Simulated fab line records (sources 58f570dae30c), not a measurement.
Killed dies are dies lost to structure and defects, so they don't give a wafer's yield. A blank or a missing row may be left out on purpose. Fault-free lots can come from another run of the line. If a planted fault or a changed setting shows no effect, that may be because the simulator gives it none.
fab line records	flow berkeley-cmos170	part 1 of 2: steps 1 to 38 of 44
[record] lots = 6	wafers = 18	last-day = 12
route steps=331 shown M2@280 V2@292 M3@309
lots untouched by any fault: they come from a run of this same line in which no faults occurred
start-h: start of the lot's first displayed wafer, in hours after the record's first day	wait-h: hours since the lot's step before	" same as the row above	L1.1+2: a single row standing in for several wafers	- no value present, or no start provided	* or withheld: withheld	< > ~ a bound
route shown NAME@n: a module of which the file shows steps, and the number in the route of the first	usual: mean/standard deviation of fault-free wafers	same: alike in all rows	chamber/n: place in a boat	sites: each site's reading	_std_site: how widely they spread, as a standard deviation	_edge_site: the outer-site mean with the inner-site mean subtracted	radius-mm: for every site, how far away it sits from the centre of the wafer	mask NAME#n: copy n	behind: the most recent tool/chamber to have shaped the wafer	hold: what put the lot on hold/how long, in hours/how the hold closed	device: whichever transistor did not switch (one of n, p or np)	end of line: the tests these same wafers got at the end of their route	for a step that has no rows: nothing shown but its recipe	killed: dies lost to structure and defects at the first sort, not the wafer's yield	map: dies across one wafer; x = killed, . = not, _ = none there
set.NAME: the setting the step ran with; set.NAME@STEP: the setting that earlier step ran with	model.NAME: the simulator's own value behind a step, which no gauge read
certain route steps with their lots: each step a table, each wafer a row
services: when a tool's chamber went out of use (start-h, in hours from the record's first day, below 0 if earlier), for how many hours, and the reason
[[steps]]
[step UCB170_M2_COAT_09]
[recipe] resist = BARC	temp-c = withheld	time-s = withheld	spin-rpm = 3000	resist-thk-nm = withheld
[step UCB170_M2_COAT_10]
[recipe] resist = KrF	spin-rpm = 1500	resist-thk-nm = 900
[step UCB170_M2_SOFTBAKE_11]
[recipe] resist = KrF	temp-c = 130	time-s = 60
[step UCB170_M2_EXPOSE_12]
[recipe] mask-id = METAL2	target-cd-nm = 700	na = 0.5	sigma-outer = 0.6	source-shape = conventional	dose-mj = 26
[step UCB170_M2_PEB_13]
[recipe] peb-temp-c = 130	peb-time-s = withheld	resist = KrF
[step UCB170_M2_DEVELOP_14]
[recipe] developer = TMAH	develop-time-s = 45	resist = KrF	dev-temp-c = 21
[step UCB170_M2_CD_MEAS_15]
[recipe] target-cd-nm = 700
[usual] cd-nm = 700.2/1.3
lot.wafer	tool	chamber	start-h	wait-h	cd-nm
L711.3	cd-sem-02	-	168.50	-	699.2
L711.4	"	-	"	"	701.0
L711.6	"	-	"	"	699.7
L715.3	cd-sem-01	-	186.54	-	701.5
L715.5	"	-	"	"	701.6
L715.6	"	-	"	"	701.0
L725.1	cd-sem-01	-	228.62	-	699.6
L725.4	"	-	"	"	701.8
L725.6	"	-	"	"	700.8
L727.2	cd-sem-01	-	234.44	-	699.9
L727.3	"	-	"	"	700.2
L727.4	"	-	"	"	700.6
L731.1	cd-sem-02	-	242.14	-	698.5
L731.3	"	-	"	"	699.3
L731.5	"	-	"	"	700.4
L733.2	cd-sem-02	-	266.52	-	698.0
L733.3	"	-	"	"	699.6
L733.4	"	-	"	"	699.7
[step UCB170_M2_OVL_MEAS_16]
[usual] M2_OVL = 0/6
lot.wafer	tool	chamber	start-h	wait-h	M2_OVL[nm]
L711.3	overlay-01	-	168.59	0.1	2
L711.4	"	-	"	"	13
L711.6	"	-	"	"	11
L715.3	overlay-01	-	186.63	0.1	5
L715.5	"	-	"	"	7
L715.6	"	-	"	"	13
L725.1	overlay-02	-	228.74	0.1	-4
L725.4	"	-	"	"	-7
L725.6	"	-	"	"	-4
L727.2	overlay-01	-	234.55	0.1	-4
L727.3	"	-	"	"	0
L727.4	"	-	"	"	3
L731.1	overlay-02	-	242.26	0.1	2
L731.3	"	-	"	"	2
L731.5	"	-	"	"	2
L733.2	overlay-02	-	266.63	0.1	0
L733.3	"	-	"	"	-1
L733.4	"	-	"	"	10
[step UCB170_M2_ETCH_17]
[recipe] chemistry = N2/H2	target-depth-a = withheld	overetch-a = withheld	target = BARC	time-s = withheld	source-w = 500	bias-w = 100	pressure-mtorr = 30	n2-flow-sccm = 100	h2-flow-sccm = 200
[usual] drypump-motor-current-A = 5.4/0.44	oes-product-au = 1.006/0.024	throttle-valve-pct = 13.26/0.18
lot.wafer	tool	chamber	start-h	wait-h	drypump-motor-current-A	oes-product-au	throttle-valve-pct
L711.3	rie-diel-04	0	168.61	0.0	5.4	0.982	13.47
L711.4	"	3	"	"	4.8	1.022	13.35
L711.6	"	0	"	"	5.4	0.989	13.48
L715.3	rie-diel-01	2	186.66	0.0	5.1	1.024	13.46
L715.5	"	2	"	"	5.1	1.015	13.47
L715.6	"	1	"	"	4.6	0.974	13.01
L725.1	rie-diel-03	2	228.78	0.0	6.2	0.995	13.11
L725.4	"	0	"	"	5.8	1.002	13.26
L725.6	"	1	"	"	5.4	1.031	13.41
L727.2	rie-diel-01	3	234.58	0.0	6.1	0.972	12.93
L727.3	"	2	"	"	5.1	1.021	13.48
L727.4	"	1	"	"	4.6	0.964	13.01
L731.1	rie-diel-04	3	242.30	0.0	4.8	1.017	13.33
L731.3	"	1	"	"	5.4	1.029	13.30
L731.5	"	3	"	"	4.8	1.018	13.32
L733.2	rie-diel-04	2	266.66	0.0	5.7	1.035	13.26
L733.3	"	0	"	"	5.4	0.989	13.48
L733.4	"	3	"	"	4.9	1.014	13.34
[step UCB170_M2_METAL_ETCH_18]
[recipe] chemistry = Cl2/BCl3	target = Al	stop-on = SiO2	pressure-mtorr = 12	target-depth-a = 11700	over-etch-frac = 0.3	time-s = 195	icp-w = 600	bias-w = 120	Cl2_flow_sccm = 90	bcl3-flow-sccm = 45
[usual] drypump-motor-current-A = 5.6/0.45	mfc-cl2-sccm = 89.98/0.25	oes-product-au = 0.854/0.0091	throttle-valve-pct = 24.39/0.15
lot.wafer	tool	chamber	start-h	wait-h	drypump-motor-current-A	mfc-cl2-sccm	oes-product-au	rf-hours-counter-h	throttle-valve-pct
L711.3	rie-metal-03	0	168.78	-	5.7	89.96	0.864	-	24.32
L711.4	"	0	"	"	5.8	89.89	0.868	-	24.32
L711.6	"	0	"	"	5.7	89.53	0.863	-	24.32
L715.3	rie-metal-04	0	186.76	-	6.0	90.18	0.835	-	24.30
L715.5	"	0	"	"	6.0	89.98	0.840	-	24.31
L715.6	"	1	"	"	5.1	89.85	0.838	-	24.49
L725.1	rie-metal-03	0	228.82	-	5.7	90.11	0.863	7.6	24.32
L725.4	"	0	"	"	5.7	89.75	0.875	-	24.31
L725.6	"	0	"	"	5.8	90.33	0.866	-	24.32
L727.2	rie-metal-02	1	234.62	-	4.7	90.22	0.864	3.7	24.24
L727.3	"	1	"	"	4.7	90.30	0.853	-	24.27
L727.4	"	0	"	"	5.8	89.55	0.849	-	24.68
L731.1	rie-metal-03	0	242.34	-	5.7	89.85	0.850	8.4	24.32
L731.3	"	0	"	"	5.7	89.53	0.864	-	24.30
L731.5	"	0	"	"	5.7	90.01	0.849	-	24.32
L733.2	rie-metal-02	1	266.70	-	4.7	89.82	0.858	5.0	24.25
L733.3	"	0	"	"	5.8	90.00	0.841	-	24.71
L733.4	"	1	"	"	4.7	89.99	0.852	-	24.25
[step UCB170_M2_STRIP_19]
[recipe] chemistry = O2	power-w = 400	pressure-mtorr = 3500	platen-temp-c = withheld	o2-flow-sccm = 400	overash-fraction = 0.5
[step UCB170_M2_CD_MEAS_90]
[recipe] target-cd-nm = 700
[usual] cd-nm = 701/3.5
lot.wafer	tool	chamber	start-h	wait-h	cd-nm
L711.3	cd-sem-01	-	169.17	0.1	697
L711.4	"	-	"	"	695
L711.6	"	-	"	"	695
L715.3	cd-sem-01	-	187.03	0.1	701
L715.5	"	-	"	"	703
L715.6	"	-	"	"	701
L725.1	cd-sem-01	-	229.86	0.6	697
L725.4	"	-	"	"	703
L725.6	"	-	"	"	700
L727.2	cd-sem-02	-	234.93	0.1	703
L727.3	"	-	"	"	704
L727.4	"	-	"	"	700
L731.1	cd-sem-02	-	242.81	0.1	696
L731.3	"	-	"	"	697
L731.5	"	-	"	"	701
L733.2	cd-sem-01	-	267.01	0.1	706
L733.3	"	-	"	"	703
L733.4	"	-	"	"	706
[step UCB170_V2_CVD_00]
[recipe] material = SiO2	target-thk-nm = 2000	temp-c = 390	precursor = TEOS/O2	time-s = 250	rf-w = 550	pressure-mtorr = 9000
[usual] heater-power-w = 257/52	run-length-s = 278.2/0.59
lot.wafer	tool	chamber	start-h	wait-h	heater-power-w	run-length-s	model.SiO2_of_V2_CVD_00.thk-nm
L711.3	pecvd-02	0	169.25	0.1	199	279.1	2009
L711.4	"	1	"	"	278	278.3	2034
L711.6	"	0	"	"	246	278.9	2048
L715.3	pecvd-04	1	187.11	0.1	346	277.6	1990
L715.5	"	1	"	"	250	277.4	1990
L715.6	"	0	"	"	194	278.5	2011
L725.1	pecvd-02	0	229.98	0.1	211	279.3	1987
L725.4	"	1	"	"	290	134.8	867.6
L725.6	"	0	"	"	170	279.1	2053
L727.2	pecvd-02	2	235.03	0.1	245	277.9	2004
L727.3	"	1	"	"	291	134.9	835.3
L727.4	"	2	"	"	187	278.8	2035
L731.1	pecvd-04	2	242.93	0.1	248	278.4	2009
L731.3	"	1	"	"	329	277.4	1981
L731.5	"	2	"	"	305	278.4	2028
L733.2	pecvd-04	2	267.11	0.1	242	278.8	1998
L733.3	"	0	"	"	250	278.1	1974
L733.4	"	0	"	"	189	278.0	2043
[step UCB170_V2_THK_MEAS_01]
[recipe] reads = SiO2_of_V2_CVD_00
[usual] V2_TEOS_THK = 2001/24
lot.wafer	tool	chamber	start-h	wait-h	V2_TEOS_THK[nm]
L711.3	film-metro-02	-	169.42	0.1	2009
L711.4	"	-	"	"	2033
L711.6	"	-	"	"	2049
L715.3	film-metro-04	-	187.28	0.1	1990
L715.5	"	-	"	"	1990
L715.6	"	-	"	"	2010
L725.1	film-metro-03	-	230.13	0.1	1986
L725.4	"	-	"	"	868
L725.6	"	-	"	"	2053
L727.2	film-metro-02	-	235.19	0.1	2003
L727.3	"	-	"	"	834
L727.4	"	-	"	"	2035
L731.1	film-metro-02	-	243.09	0.1	2008
L731.3	"	-	"	"	1979
L731.5	"	-	"	"	2029
L733.2	film-metro-04	-	267.27	0.1	1999
L733.3	"	-	"	"	1974
L733.4	"	-	"	"	2044
[step UCB170_V2_CMP_02]
[recipe] material = SiO2	down-force-psi = 6	platen-rpm = 60	pad-velocity-m-s = 0.75398
[usual] motor-current-A = 16.8/1.8
lot.wafer	tool	chamber	start-h	wait-h	motor-current-A
L711.3	cmp-01	0	169.51	0.1	17.2
L711.4	"	2	"	"	16.2
L711.6	"	0	"	"	16.8
L715.3	cmp-01	3	187.37	0.1	18.7
L715.5	"	2	"	"	17.0
L715.6	"	3	"	"	19.7
L725.4	cmp-02	1	230.19	0.0	19.2
L725.1	"	3	"	"	16.5
L725.6	"	1	"	"	18.5
L727.4	cmp-01	2	235.47	0.2	16.8
L727.2	"	3	"	"	18.8
L727.3	"	0	"	"	16.5
L731.1	cmp-01	3	243.15	0.1	18.8
L731.3	"	0	"	"	16.6
L731.5	"	0	"	"	16.2
L733.4	cmp-01	1	267.68	0.4	14.8
L733.2	"	3	"	"	18.8
L733.3	"	0	"	"	16.9
[step UCB170_V2_BOW_MEAS_03]
[recipe] mode = bow
[usual] V2_BOW = 36/8.4
lot.wafer	tool	chamber	start-h	wait-h	V2_BOW[um]
L711.3	film-metro-04	-	169.80	0.2	41
L711.4	"	-	"	"	24
L711.6	"	-	"	"	24
L715.3	film-metro-04	-	187.66	0.2	49
L715.5	"	-	"	"	48
L715.6	"	-	"	"	50
L725.1	film-metro-04	-	230.49	0.1	44
L725.4	"	-	"	"	22
L725.6	"	-	"	"	28
L727.2	film-metro-02	-	235.74	0.2	35
L727.3	"	-	"	"	31
L727.4	"	-	"	"	23
L731.1	film-metro-04	-	243.45	0.2	40
L731.3	"	-	"	"	39
L731.5	"	-	"	"	32
L733.2	film-metro-02	-	268.00	0.2	27
L733.3	"	-	"	"	29
L733.4	"	-	"	"	33
[step UCB170_V2_THK_MEAS_04]
[recipe] reads = SiO2_of_V2_CVD_00
[usual] V2_POLISHED_THK = 999.9/1.3
lot.wafer	tool	chamber	start-h	wait-h	V2_POLISHED_THK[nm]
L711.3	film-metro-04	-	169.90	0.1	998.6
L711.4	"	-	"	"	999.5
L711.6	"	-	"	"	998.3
L715.3	film-metro-04	-	187.76	0.1	1001.0
L715.5	"	-	"	"	998.4
L715.6	"	-	"	"	999.6
L725.1	film-metro-04	-	230.61	0.1	998.9
L725.4	"	-	"	"	867.3
L725.6	"	-	"	"	999.6
L727.2	film-metro-02	-	235.85	0.1	1000.5
L727.3	"	-	"	"	835.2
L727.4	"	-	"	"	999.3
L731.1	film-metro-04	-	243.57	0.1	1001.1
L731.3	"	-	"	"	998.0
L731.5	"	-	"	"	998.6
L733.2	film-metro-02	-	268.11	0.1	1003.1
L733.3	"	-	"	"	999.6
L733.4	"	-	"	"	1001.9
[step UCB170_V2_CLEAN_05]
[recipe] chemistry = DIW
[step UCB170_V2_HMDS_06]
[recipe] prime-time-s = 60	prime-temp-c = 100
[step UCB170_V2_COAT_07]
[recipe] resist = KrF	spin-rpm = 1500	resist-thk-nm = 900
[step UCB170_V2_SOFTBAKE_08]
[recipe] resist = KrF	temp-c = 130	time-s = 60
[step UCB170_V2_EXPOSE_09]
[recipe] mask-id = VIA2	target-cd-nm = 700	na = 0.5	sigma-outer = 0.6	source-shape = conventional	dose-mj = 37
[step UCB170_V2_PEB_10]
[recipe] peb-temp-c = 130	peb-time-s = withheld	resist = KrF
[step UCB170_V2_DEVELOP_11]
[recipe] developer = TMAH	develop-time-s = 45	resist = KrF	dev-temp-c = 21
[step UCB170_V2_CD_MEAS_12]
[recipe] target-cd-nm = 700
[usual] cd-nm = 699.9/1.1
lot.wafer	tool	chamber	start-h	wait-h	cd-nm
L711.3	cd-sem-02	-	172.30	-	701.5
L711.4	"	-	"	"	700.8
L711.6	"	-	"	"	701.2
L715.3	cd-sem-02	-	189.85	-	701.0
L715.5	"	-	"	"	700.4
L715.6	"	-	"	"	699.8
L725.1	cd-sem-01	-	231.90	-	698.3
L725.4	"	-	"	"	698.8
L725.6	"	-	"	"	698.4
L727.2	cd-sem-02	-	237.08	-	699.2
L727.3	"	-	"	"	700.2
L727.4	"	-	"	"	699.4
L731.1	cd-sem-01	-	247.17	-	699.3
L731.3	"	-	"	"	698.1
L731.5	"	-	"	"	698.4
L733.2	cd-sem-01	-	270.32	-	699.4
L733.3	"	-	"	"	700.1
L733.4	"	-	"	"	701.0
[step UCB170_V2_OVL_MEAS_13]
[usual] V2_OVL = -1/5.4
lot.wafer	tool	chamber	start-h	wait-h	V2_OVL[nm]
L711.3	overlay-02	-	172.39	0.1	1
L711.4	"	-	"	"	1
L711.6	"	-	"	"	5
L715.3	overlay-01	-	189.95	0.1	-6
L715.5	"	-	"	"	-7
L715.6	"	-	"	"	-5
L725.1	overlay-01	-	232.02	0.1	2
L725.4	"	-	"	"	0
L725.6	"	-	"	"	-5
L727.2	overlay-02	-	237.19	0.1	-3
L727.3	"	-	"	"	0
L727.4	"	-	"	"	-3
L731.1	overlay-01	-	247.29	0.1	-5
L731.3	"	-	"	"	-4
L731.5	"	-	"	"	-2
L733.2	overlay-01	-	270.43	0.1	-4
L733.3	"	-	"	"	-11
L733.4	"	-	"	"	-10
[step UCB170_V2_ETCH_14]
[recipe] chemistry = CHF3/CF4/Ar	target = SiO2	stop-on = Al	CHF3_flow_sccm = 45	cf4-flow-sccm = 15	Ar_flow_sccm = 150	pressure-mtorr = 200	rf-w = 700	target-depth-a = 12500	over-etch-frac = 0.25	time-s = 291
[usual] drypump-motor-current-A = 5.5/0.59	oes-product-au = 0.874/0.011	throttle-valve-pct = 6.94/0.11
lot.wafer	tool	chamber	start-h	wait-h	drypump-motor-current-A	oes-product-au	rf-hours-counter-h	throttle-valve-pct	model.V2.feature-depth-nm	model.etch.depth-nm
L711.3	rie-diel-04	2	172.41	0.0	5.7	0.886	51	6.94	998.6	998.6
L711.4	"	0	"	"	5.4	0.878	5	7.05	1000	1000
L711.6	"	3	"	"	4.9	0.864	-	6.92	999.6	999
L715.3	rie-diel-01	1	189.97	0.0	4.6	0.867	14	6.84	1001	1001
L715.5	"	2	"	"	5.1	0.878	-	7.06	999.3	998.9
L715.6	"	1	"	"	4.6	0.868	-	6.84	1000	1000
L725.1	rie-diel-01	2	232.05	0.0	5.1	0.886	3	7.05	999.4	999
L725.4	"	0	"	"	5.5	0.817	141	6.93	867.6	867.6
L725.6	"	1	"	"	4.6	0.871	-	6.83	999.3	999.3
L727.2	rie-diel-01	0	237.22	0.0	5.6	0.883	141	6.95	1001	1001
L727.3	"	2	"	"	5.1	0.801	3	7.05	835.7	835.3
L727.4	"	3	"	"	6.0	0.852	9	6.73	999.1	999.1
L731.1	rie-diel-01	2	247.33	0.0	5.1	0.890	4	7.05	1001	1001
L731.3	"	1	"	"	4.7	0.863	17	6.85	998.1	998.1
L731.5	"	3	"	"	6.0	0.858	-	6.73	998	998
L733.2	rie-diel-01	2	270.46	0.0	5.1	0.882	5	7.05	1003	1002
L733.3	"	1	"	"	4.7	0.864	18	6.84	999.3	999.3
L733.4	"	0	"	"	5.5	0.867	1	6.94	1001	1001
[step UCB170_V2_STRIP_15]
[recipe] chemistry = O2	power-w = 400	pressure-mtorr = 3500	platen-temp-c = withheld	o2-flow-sccm = 400	overash-fraction = 0.5
[usual] drypump-motor-current-A = 5.5/0.5	oes-product-au = 0.723/0.0047	strip-time-to-endpoint-s = 15.34/0.11
lot.wafer	tool	chamber	start-h	wait-h	drypump-motor-current-A	oes-product-au	rf-hours-counter-h	strip-time-to-endpoint-s
L711.3	plasma-asher-02	0	172.62	0.1	4.8	0.731	-	15.40
L711.4	"	1	"	"	6.0	0.724	-	15.39
L711.6	"	0	"	"	4.8	0.714	-	15.32
L715.3	plasma-asher-04	0	190.18	0.1	5.4	0.721	-	15.30
L715.5	"	0	"	"	5.4	0.725	-	15.09
L715.6	"	1	"	"	6.2	0.718	-	15.33
L725.1	plasma-asher-02	0	232.23	0.1	4.8	0.722	53	15.16
L725.4	"	0	"	"	4.8	0.732	-	15.37
L725.6	"	1	"	"	6.0	0.726	-	15.39
L727.2	plasma-asher-03	1	237.40	0.1	5.4	0.716	51	15.34
L727.3	"	0	"	"	5.1	0.724	-	15.23
L727.4	"	1	"	"	5.4	0.723	-	15.31
L731.1	plasma-asher-02	1	247.50	0.1	6.0	0.717	55	15.28
L731.3	"	1	"	"	6.0	0.721	-	15.51
L731.5	"	0	"	"	4.8	0.714	-	15.46
L733.2	plasma-asher-03	0	270.64	0.1	5.1	0.723	55	15.28
L733.3	"	1	"	"	5.4	0.724	-	15.54
L733.4	"	0	"	"	5.1	0.727	-	15.45
[step UCB170_V2_CD_MEAS_90]
[recipe] target-cd-nm = 700
[usual] cd-nm = 699.8/1.4
lot.wafer	tool	chamber	start-h	wait-h	cd-nm
L711.3	cd-sem-02	-	172.79	0.1	701.2
L711.4	"	-	"	"	700.3
L711.6	"	-	"	"	700.3
L715.3	cd-sem-01	-	190.29	0.1	700.9
L715.5	"	-	"	"	699.7
L715.6	"	-	"	"	700.4
L725.1	cd-sem-01	-	232.33	0.1	698.1
L725.4	"	-	"	"	698.3
L725.6	"	-	"	"	697.6
L727.2	cd-sem-01	-	237.63	0.2	699.7
L727.3	"	-	"	"	700.7
L727.4	"	-	"	"	698.3
L731.1	cd-sem-02	-	247.60	0.1	699.0
L731.3	"	-	"	"	698.9
L731.5	"	-	"	"	698.1
L733.2	cd-sem-01	-	270.76	0.1	698.8
L733.3	"	-	"	"	701.3
L733.4	"	-	"	"	700.1
[step UCB170_M3_PRE_CLEAN_00]
[recipe] gas = Ar	preclean-etch-time-s = 60
[step UCB170_M3_SPUTTER_01]
[recipe] material = Al	target-thk-nm = 900	time-s = 120	power-w = 6000	chamber-pressure-pa = 0.5
[step UCB170_M3_RS_MEAS_02]
[recipe] thk-meas-gauge = four-point-probe	reads = Al_of_M3_SPUTTER_01
[usual] M3_AL_RS = 0.0321/0.00033
lot.wafer	tool	chamber	start-h	wait-h	M3_AL_RS[ohm/sq]
L711.3	film-metro-03	-	173.06	0.1	0.0320
L711.4	"	-	"	"	0.0319
L711.6	"	-	"	"	0.0320
L715.3	film-metro-02	-	190.56	0.1	0.0321
L715.5	"	-	"	"	0.0325
L715.6	"	-	"	"	0.0323
L725.1	film-metro-01	-	232.60	0.0	0.0324
L725.4	"	-	"	"	0.0326
L725.6	"	-	"	"	0.0324
L727.2	film-metro-01	-	237.90	0.1	0.0320
L727.3	"	-	"	"	0.0326
L727.4	"	-	"	"	0.0322
L731.1	film-metro-03	-	247.87	0.0	0.0321
L731.3	"	-	"	"	0.0322
L731.5	"	-	"	"	0.0320
L733.2	film-metro-01	-	271.03	0.1	0.0322
L733.3	"	-	"	"	0.0317
L733.4	"	-	"	"	0.0324
[step UCB170_M3_THK_MEAS_03]
[recipe] thk-meas-gauge = xrf	reads = Al_of_M3_SPUTTER_01
[usual] M3_AL_THK = 904/11
lot.wafer	tool	chamber	start-h	wait-h	M3_AL_THK[nm]
L711.3	film-metro-03	-	173.16	0.1	904
L711.4	"	-	"	"	905
L711.6	"	-	"	"	906
L715.3	film-metro-02	-	190.66	0.1	898
L715.5	"	-	"	"	888
L715.6	"	-	"	"	895
L725.1	film-metro-01	-	232.72	0.1	899
L725.4	"	-	"	"	895
L725.6	"	-	"	"	904
L727.2	film-metro-01	-	238.01	0.1	910
L727.3	"	-	"	"	895
L727.4	"	-	"	"	907
L731.1	film-metro-03	-	247.99	0.1	908
L731.3	"	-	"	"	906
L731.5	"	-	"	"	913
L733.2	film-metro-01	-	271.14	0.1	896
L733.3	"	-	"	"	915
L733.4	"	-	"	"	894
[step UCB170_M3_HMDS_04]
[recipe] prime-time-s = 60	prime-temp-c = 100
[step UCB170_M3_COAT_05]
[recipe] resist = KrF	spin-rpm = 1500	resist-thk-nm = 900
[step UCB170_M3_SOFTBAKE_06]
[recipe] resist = KrF	temp-c = 130	time-s = 60
[step UCB170_M3_STRIP_07]
[recipe] chemistry = O2	power-w = 400	pressure-mtorr = 3500	platen-temp-c = withheld	o2-flow-sccm = 400	overash-fraction = 0.5
[usual] drypump-motor-current-A = 5.5/0.37	oes-product-au = 0.735/0.0043	strip-time-to-endpoint-s = 21.98/0.06
lot.wafer	tool	chamber	start-h	wait-h	drypump-motor-current-A	oes-product-au	rf-hours-counter-h	strip-time-to-endpoint-s
L711.3	plasma-asher-04	1	173.68	0.1	6.2	0.734	-	22.02
L711.4	"	0	"	"	5.4	0.732	-	22.10
L711.6	"	0	"	"	5.4	0.743	-	22.08
L715.3	plasma-asher-03	0	191.55	0.1	5.1	0.738	-	22.00
L715.5	"	0	"	"	5.1	0.741	-	22.02
L715.6	"	1	"	"	5.4	0.731	-	22.00
L725.1	plasma-asher-04	1	233.71	0.1	6.2	0.739	53	21.98
L725.4	"	0	"	"	5.4	0.733	-	22.03
L725.6	"	0	"	"	5.4	0.737	-	21.92
L727.2	plasma-asher-04	1	238.57	0.1	6.2	0.736	54	21.92
L727.3	"	0	"	"	5.4	0.734	-	21.90
L727.4	"	1	"	"	6.2	0.747	-	22.00
L731.1	plasma-asher-01	1	249.35	0.1	5.7	0.733	16	21.93
L731.3	"	1	"	"	5.8	0.743	-	21.97
L731.5	"	1	"	"	5.8	0.731	-	22.01
L733.2	plasma-asher-01	1	272.68	0.1	5.8	0.737	18	22.01
L733.3	"	1	"	"	5.8	0.737	-	22.04
L733.4	"	0	"	"	5.3	0.729	-	22.05
[step UCB170_M3_STRIP_08]
[recipe] chemistry = DMSO	temp-c = 80	time-s = 600	material = KrF
[[key]]
[first-sign] step = UCB170_V2_CVD_00	reading = run-length-s	direction = down	sigmas = 99+	usual = *	struck = *
[effect] step = UCB170_V2_THK_MEAS_01	reading = V2_TEOS_THK	direction = down	sigmas = 47	usual = 2001	struck = 851
[effect] step = UCB170_V2_THK_MEAS_04	reading = V2_POLISHED_THK	direction = down	sigmas = 99+	usual = 999.9	struck = 851.3
[effect] step = UCB170_V2_ETCH_14	reading = oes-product-au	direction = down	sigmas = 6	usual = 0.874	struck = 0.809
[model-effect] step = UCB170_V2_CVD_00	value = SiO2_of_V2_CVD_00.thk-nm	without = 2000	struck = 851.4
[model-effect] step = UCB170_V2_ETCH_14	value = V2.feature-depth-nm	without = 998.7	struck = 851.6
[model-effect] step = UCB170_M3_METAL_ETCH_18	value = SiO2_of_V2_CVD_00.thk-nm	without = 937.9	struck = 790.8
met-at UCB170_V2_CVD_00
struck-wafers L725.4,L727.3
onset-between 169.25 229.98
[fault] kind = process-parameter-drift	tool = pecvd-02	chamber = 1	onset-h = 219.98	steps = UCB170_V2_CVD_00	channel = time-s	offset = *	shape = step	end-h = 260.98	acts-in = *	stated = *
